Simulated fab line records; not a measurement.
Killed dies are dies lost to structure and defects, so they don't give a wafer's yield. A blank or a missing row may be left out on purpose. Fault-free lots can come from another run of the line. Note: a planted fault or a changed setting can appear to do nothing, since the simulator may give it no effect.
Which of the tools did it?    flow berkeley-cmos170    at 1 step of a route of 331, 14 lots with 42 wafers sampled

WHAT EACH GAUGE READ, for each wafer
The record holds no reading of a measuring or inspecting step that can be judged against a usual standard deviation.

EACH LOT AND THE TOOL THAT RAN IT (in order: tool; ch and the chambers of the sampled wafers; start)
lot   UCB170_PLDD_STRIP_10
L769  plasma-asher-03 ch 0,1, day 6 01:22
L773  plasma-asher-03 ch 0,1, day 6 16:56
L772  plasma-asher-02 ch 0,1, day 6 17:14
L774  plasma-asher-02 ch 0,1, day 7 06:38
L775  plasma-asher-03 ch 0,1, day 7 07:02
L776  plasma-asher-03 ch 0,1, day 7 17:47
L777  plasma-asher-01 ch 0,1, day 8 08:28
L779  plasma-asher-03 ch 0,1, day 8 08:41
L778  plasma-asher-02 ch 0,1, day 8 08:48
L781  plasma-asher-03 ch 0,1, day 8 17:13
L782  plasma-asher-03 ch 0,1, day 9 00:46
L785  plasma-asher-02 ch 0,1, day 9 09:46
L787  plasma-asher-03 ch 0,1, day 9 19:05
L792  plasma-asher-01 ch 0,1, day 11 12:29
- UCB170_PLDD_STRIP_10: strips in O2.

AS READ BY THE TOOLS THEMSELVES (means over the sampled wafers that have a number; for cases with no such wafer, the mark the record gives instead)
UCB170_PLDD_STRIP_10. Usual: drypump-motor-current-A 5.6 A, standard deviation 0.36; o2-flow-sccm 399.9 sccm, standard deviation 1.2; oes-product-au 0.734 a.u., standard deviation 0.0046; strip-time-to-endpoint-s 21.61 s, standard deviation 0.072.
lot   tool             drypump-motor-current-A (A)  o2-flow-sccm (sccm)  oes-product-au (a.u.)  strip-time-to-endpoint-s (s)  flag
L769  plasma-asher-03  5.6                          398.4                0.738                  21.64                         
L773  plasma-asher-03  5.6                          399.6                0.739                  21.66                         
L772  plasma-asher-02  6.3                          400.2                0.729                  21.64                         
L774  plasma-asher-02  6.0                          399.6                0.733                  21.60                         
L775  plasma-asher-03  5.6                          399.9                0.735                  21.53                         
L776  plasma-asher-03  5.6                          398.8                0.735                  21.64                         
L777  plasma-asher-01  5.3                          400.6                0.732                  21.44                         
L779  plasma-asher-03  5.6                          399.6                0.735                  21.60                         
L778  plasma-asher-02  6.0                          399.4                0.733                  21.60                         
L781  plasma-asher-03  5.6                          398.8                0.734                  21.73                         
L782  plasma-asher-03  5.5                          400.1                0.675                  21.57                         OFF
L785  plasma-asher-02  6.0                          400.0                0.733                  21.67                         
L787  plasma-asher-03  5.6                          400.9                0.675                  21.56                         OFF
L792  plasma-asher-01  5.3                          399.5                0.735                  21.69                         

THE ANSWER, worked out from the rows above alone
Rule: a lot counts as off when the mean over its wafers that have a number is more than 3 standard deviations away from the usual mean. Also off: a lot with no number at a reading for which 4 or more lots have one. Any other lot the step has rows for is counted as sound. First the gauges in route order, then the tools' own readings, where a lot's mean is used as printed above. At the first step where some lot is off, the reading lying furthest off is the one used; lots without a number count as furthest.
Off: L782, L787, at UCB170_PLDD_STRIP_10 (oes-product-au).
A tool fits if, at that step or a process step before it, it ran every lot that is off, and no sound lot after the first of them. One fits: UCB170_PLDD_STRIP_10 on plasma-asher-03. A fault onset in the window from L781 (day 8 17:13, its last sound lot) to L782 (day 9 00:46, its first lot off) fits.
On the lots that are off, the tool's own readings at UCB170_PLDD_STRIP_10 differ by more than 5 times the standard deviation of the sound lots' means, which bears it out; oes-product-au reads 0.675 a.u. there versus 0.734 a.u. on the sound lots.

WHAT THE SIMULATOR HAD INSERTED
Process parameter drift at UCB170_PLDD_STRIP_10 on plasma-asher-03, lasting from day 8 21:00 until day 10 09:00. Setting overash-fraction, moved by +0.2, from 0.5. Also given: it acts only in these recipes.
Shown lots that were struck: L782, L787. This agrees with what the rule above found.
